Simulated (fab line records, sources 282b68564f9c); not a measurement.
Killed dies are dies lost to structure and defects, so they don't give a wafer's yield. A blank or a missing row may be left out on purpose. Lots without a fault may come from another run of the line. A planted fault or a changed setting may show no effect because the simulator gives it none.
Split-lot experiment | flow rit_cmos | 5 lots, 23 wafers read, on a route of 202 steps

THE SPLIT
At RIT_M1_EXPOSE_06 (exposes mask M12, target cd 2600 nm), the setting dose_mj was moved away from the recipe's 250 on 7 of the 23 wafers read, by +3.6% to +4.5%. The other wafers ran this setting at the recipe's value.

FROM THE SPLIT TO THE READING: what the file shows between them, 6 steps
- RIT_M1_PEB_07
- RIT_M1_DEVELOP_08: develop time 68 s
- RIT_M1_CD_MEAS_09: target cd 2600 nm
- RIT_M1_METAL_ETCH_12: etches Al in Cl2/BCl3, stops on SiO2, time 165 s, target depth 600 nm (also split here: over_etch_frac)
- RIT_M1_STRIP_13: strips in nmp, time 600 s
- RIT_M1_STRIP_14: strips in O2, time 180 s

THE READING
cd_nm, in nm, at RIT_M1_CD_MEAS_90 (target cd 2600 nm). Fault-free wafers of this fab line usually give 2598 nm, standard deviation 3.6 nm.

wafer  | tool, chamber at the split | dose_mj as run | against the recipe | cd_nm, nm | against lot-mates on the recipe
L074.1 | iline_stepper-01, 0        | 250            | recipe             | 2596      | -
L074.3 | iline_stepper-01, 0        | 259.7          | +3.9%              | 2590      | -8
L074.4 | iline_stepper-01, 0        | 250            | recipe             | 2597      | -
L074.5 | iline_stepper-01, 0        | 250            | recipe             | 2600      | -
L074.6 | iline_stepper-01, 0        | 259.7          | +3.9%              | 2589      | -9
L078.1 | iline_stepper-01, 0        | 250            | recipe             | 2602      | -
L078.2 | iline_stepper-01, 0        | 261.2          | +4.5%              | 2586      | -15
L078.4 | iline_stepper-01, 0        | 261.2          | +4.5%              | 2583      | -18
L078.5 | iline_stepper-01, 0        | 250            | recipe             | 2599      | -
L078.6 | iline_stepper-01, 0        | 250            | recipe             | 2602      | -
L082.2 | iline_stepper-02, 0        | 250            | recipe             | 2605      | -
L082.5 | iline_stepper-02, 0        | 250            | recipe             | 2608      | -
L082.6 | iline_stepper-02, 0        | 250            | recipe             | 2600      | -
L083.1 | iline_stepper-01, 0        | 250            | recipe             | 2593      | -
L083.2 | iline_stepper-01, 0        | 250            | recipe             | 2599      | -
L083.3 | iline_stepper-01, 0        | 250            | recipe             | 2598      | -
L083.4 | iline_stepper-01, 0        | 250            | recipe             | 2592      | -
L083.6 | iline_stepper-01, 0        | 250            | recipe             | 2595      | -
L085.1 | iline_stepper-02, 0        | 250            | recipe             | 2604      | -
L085.2 | iline_stepper-02, 0        | 259            | +3.6%              | 2590      | -14
L085.3 | iline_stepper-02, 0        | 259            | +3.6%              | 2596      | -8
L085.4 | iline_stepper-02, 0        | 259            | +3.6%              | 2588      | -16
L085.5 | iline_stepper-02, 0        | 250            | recipe             | 2603      | -

THE FIT
A straight line over all 23 wafers: cd_nm changes by -2.79 nm for each +1% of dose_mj; r = -0.79; the points scatter about the line by 4.1 nm.
The same after taking each lot's own level away (the mean of its wafers on the recipe; 23 wafers): -3.15 nm for each +1%; r = -0.90; scatter 2.9 nm.
On that fit, the largest move of dose_mj shifts the reading by 14 nm.
The lots' own levels span 2595.4 to 2604.3 nm, that is 2.5 times the standard deviation above.
So the lot-to-lot level blurs the effect unless lot-mates are compared.
Check: with one of the wafers moved furthest among these (+4.5%) left out of the fit, the line predicts -13.9 nm for it against its lot-mates. It came out at -15 nm against them.

OTHER SPLITS ON THESE WAFERS
These wafers also went through other splits before the reading. Each is held against what the fit with the lots' levels taken away leaves over:
other split on the same wafers      | wafers away from the commonest value | r with cd_nm (lot level and that fit taken away)
RIT_SILICIDE_SPUTTER_01 time_s      | 11                                   | +0.19
RIT_M1_METAL_ETCH_12 over_etch_frac | 6                                    | -0.08

THE WHOLE CHAIN: every reading that the file lists as answering this split, in the file's order
step              | what it does      | reading | change (the file's fit)              | r (the file's)
RIT_M1_CD_MEAS_09 | target cd 2600 nm | cd_nm   | -2.56 nm for each +1% of the setting | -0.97
RIT_M1_CD_MEAS_90 | target cd 2600 nm | cd_nm   | -3.15 nm for each +1% of the setting | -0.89

THE FILE'S OWN FIT
cd_nm changes by -3.15 nm for each +1% of dose_mj, r = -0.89.
